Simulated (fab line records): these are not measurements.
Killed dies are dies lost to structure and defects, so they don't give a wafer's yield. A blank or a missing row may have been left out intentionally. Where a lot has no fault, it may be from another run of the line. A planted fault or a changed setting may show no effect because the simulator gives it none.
Which tool is to blame?	flow berkeley cmos170	14 lots with 42 wafers sampled at 5 steps, on a route of 331 steps

WHAT EACH GAUGE READ, for each wafer
UCB170_NWELL_OVL_MEAS_12. Usual: NWELL_OVL typically reads 0 nm, with standard deviation 5.9.
lot	measured	on	NWELL_OVL (nm)	flag
L326	day 2 08:06	overlay-02	3 0 4	
L327	day 2 18:37	overlay-02	-8 -7 -17	
L328	day 3 01:30	overlay-02	0 2 -4	
L329	day 3 02:07	overlay-01	12 13 7	
L330	day 3 02:11	overlay-02	-2 -5 3	
L333	day 3 23:59	overlay-02	5 8 5	
L335	day 4 16:55	overlay-01	2 2 5	
L340	day 5 08:55	overlay-01	1 2 4	
L343	day 6 03:31	overlay-01	-10 -5 -9	
L344	day 6 09:55	overlay-01	-5 2 -5	
L345	day 6 18:19	overlay-02	-8 -12 -9	
L347	day 6 18:28	overlay-01	4 -1 1	
L346	day 6 22:29	overlay-01	10 6 10	
L348	day 7 08:19	overlay-02	1 -2 0	

UCB170_PFIELD_OVL_MEAS_06. Usual: PFIELD_OVL typically reads 3 nm, with standard deviation 4.
lot	measured	on	PFIELD_OVL (nm)	flag
L326	day 5 00:50	overlay-01	6 3 5	
L327	day 5 13:32	overlay-01	-1 -3 2	
L328	day 5 13:16	overlay-02	2 2 0	
L329	day 5 13:31	overlay-02	-4 -3 -5	
L330	day 5 14:14	overlay-02	1 1 -4	
L333	day 6 15:41	overlay-01	5 4 8	
L335	day 7 06:55	overlay-02	7 3 -1	
L340	day 7 23:55	overlay-02	2 -3 0	
L343	day 8 14:00	overlay-02	4 -4 2	
L344	day 8 13:53	overlay-01	2 6 -2	
L345	day 9 08:55	overlay-02	5 7 4	
L347	day 9 08:34	overlay-02	8 7 4	
L346	day 9 08:46	overlay-02	2 3 6	
L348	day 9 17:32	overlay-01	7 3 9	

UCB170_PFIELD_TW_MEAS_09. Usual: PFIELD_TW typically reads 610, with standard deviation 6.5.
lot	measured	on	PFIELD_TW	flag
L326	day 5 01:07	film metro-04	602 603 600	
L327	day 5 13:51	film metro-02	615 614 610	
L328	day 5 13:33	film metro-04	602 602 601	
L329	day 5 13:49	film metro-02	614 609 612	
L330	day 5 14:32	film metro-02	682 682 686	OFF
L333	day 6 15:58	film metro-04	673 669 671	OFF
L335	day 7 07:13	film metro-02	613 609 610	
L340	day 8 00:13	film metro-02	610 613 614	
L343	day 8 14:17	film metro-04	598 602 603	
L344	day 8 14:11	film metro-01	611 614 611	
L345	day 9 09:12	film metro-02	615 615 616	
L347	day 9 08:50	film metro-02	621 618 618	
L346	day 9 09:03	film metro-02	617 618 618	
L348	day 9 17:50	film metro-04	598 595 598	

WHICH TOOL RAN EACH LOT (tool, then ch and the chambers of the sampled wafers, then the start)
lot	UCB170_PWELL_ETCH_14	UCB170_PFIELD_IMPLANT_07
L326	rie diel-03 ch 0,2,3, day 3 04:04	implanter-02 ch 0, day 5 00:53
L327	rie diel-03 ch 0,3, day 3 20:03	implanter-04 ch 0, day 5 13:34
L328	rie diel-04 ch 0,1,3, day 3 19:52	implanter-03 ch 0, day 5 13:18
L329	rie diel-02 ch 1,2, day 3 20:19	implanter-03 ch 0, day 5 13:35
L330	rie diel-04 ch 0,1, day 4 03:59	implanter-03 ch 0, day 5 14:19
L333	rie diel-02 ch 1,2, day 5 00:35	implanter-03 ch 0, day 6 15:44
L335	rie diel-03 ch 0,3, day 5 12:49	implanter-04 ch 0, day 7 07:01
L340	rie diel-02 ch 1,2,3, day 6 09:02	implanter-04 ch 0, day 7 23:59
L343	rie diel-03 ch 1,2,3, day 7 02:22	implanter-02 ch 0, day 8 14:02
L344	rie diel-04 ch 0,1,3, day 7 02:41	implanter-04 ch 0, day 8 13:56
L345	rie diel-02 ch 0,3, day 7 17:41	implanter-02 ch 0, day 9 08:58
L347	rie diel-02 ch 0,3, day 7 17:58	implanter-02 ch 0, day 9 08:35
L346	rie diel-04 ch 0,2,3, day 7 17:53	implanter-04 ch 0, day 9 08:50
L348	rie diel-03 ch 0,2, day 8 05:02	implanter-03 ch 0, day 9 17:35
- UCB170_PWELL_ETCH_14: etches Si3N4 in CH3F/Ar/O2, stops on SiO2, target depth 242 nm, time 151 s.
- UCB170_PFIELD_IMPLANT_07

WHAT THE TOOLS THEMSELVES READ (means of the sampled wafers that have a number; where no wafer has one, the mark that the record gives instead)
UCB170_PWELL_ETCH_14. Usual: drypump motor current A 5.7 A, standard deviation 0.42; oes product au 0.936 a.u., standard deviation 0.017; throttle valve pct 8.08 %, standard deviation 0.092.
lot	tool	drypump motor current A (A)	oes product au (a.u.)	throttle valve pct (%)	flag
L326	rie diel-03	5.6	0.953	8.06	
L327	rie diel-03	5.8	0.933	8.07	
L328	rie diel-04	5.7	0.922	8.03	
L329	rie diel-02	5.3	0.929	8.12	
L330	rie diel-04	5.8	0.926	8.04	
L333	rie diel-02	5.3	0.935	8.12	
L335	rie diel-03	5.8	0.930	8.08	
L340	rie diel-02	5.4	0.944	8.14	
L343	rie diel-03	5.7	0.948	8.09	
L344	rie diel-04	5.7	0.925	8.03	
L345	rie diel-02	6.1	0.957	8.06	
L347	rie diel-02	6.1	0.947	8.07	
L346	rie diel-04	5.5	0.938	8.07	
L348	rie diel-03	5.6	0.942	8.13	

UCB170_PFIELD_IMPLANT_07. Usual: dose ions cm2 2.0004e+13, standard deviation 2e+10; faraday current uA 63.4, standard deviation 1.3.
lot	tool	dose ions cm2	faraday current uA	flag
L326	implanter-02	2.0001e+13	63.8	
L327	implanter-04	2.0029e+13	63.7	
L328	implanter-03	1.9996e+13	63.2	
L329	implanter-03	2.0019e+13	63.0	
L330	implanter-03	2.8398e+13	90.8	OFF
L333	implanter-03	2.8390e+13	89.4	OFF
L335	implanter-04	1.9996e+13	63.1	
L340	implanter-04	1.9970e+13	62.6	
L343	implanter-02	2.0012e+13	63.7	
L344	implanter-04	2.0008e+13	63.7	
L345	implanter-02	1.9992e+13	64.4	
L347	implanter-02	2.0005e+13	63.2	
L346	implanter-04	1.9995e+13	62.6	
L348	implanter-03	2.0012e+13	62.8	

THE ANSWER, worked out from the rows above alone
Rule: a lot is off if the mean of its wafers that have a number lies more than 3 standard deviations from the usual mean. A lot without any number at a reading at which 4 lots or more have one is off too. Where the step has rows for the other lots, those lots are counted as sound. After the gauges, taken in route order, come the tools' own readings; for these a lot's mean is taken, as printed above. The first step at which some lot is off is used, and at that step the reading that is off furthest; a lot without a number counts as furthest.
Off: L330, L333, seen at UCB170_PFIELD_TW_MEAS_09 (PFIELD_TW).
A tool fits if, at a process step before that reading, it ran every lot that is off, and no sound lot after the first of them. Not tried: the gauges at UCB170_PFIELD_TW_MEAS_09; whatever is off there is also off at UCB170_PFIELD_IMPLANT_07, on other tools, and gauge error can't account for it. Of those tried, none fits.

WHAT THE SIMULATOR HAD INSERTED
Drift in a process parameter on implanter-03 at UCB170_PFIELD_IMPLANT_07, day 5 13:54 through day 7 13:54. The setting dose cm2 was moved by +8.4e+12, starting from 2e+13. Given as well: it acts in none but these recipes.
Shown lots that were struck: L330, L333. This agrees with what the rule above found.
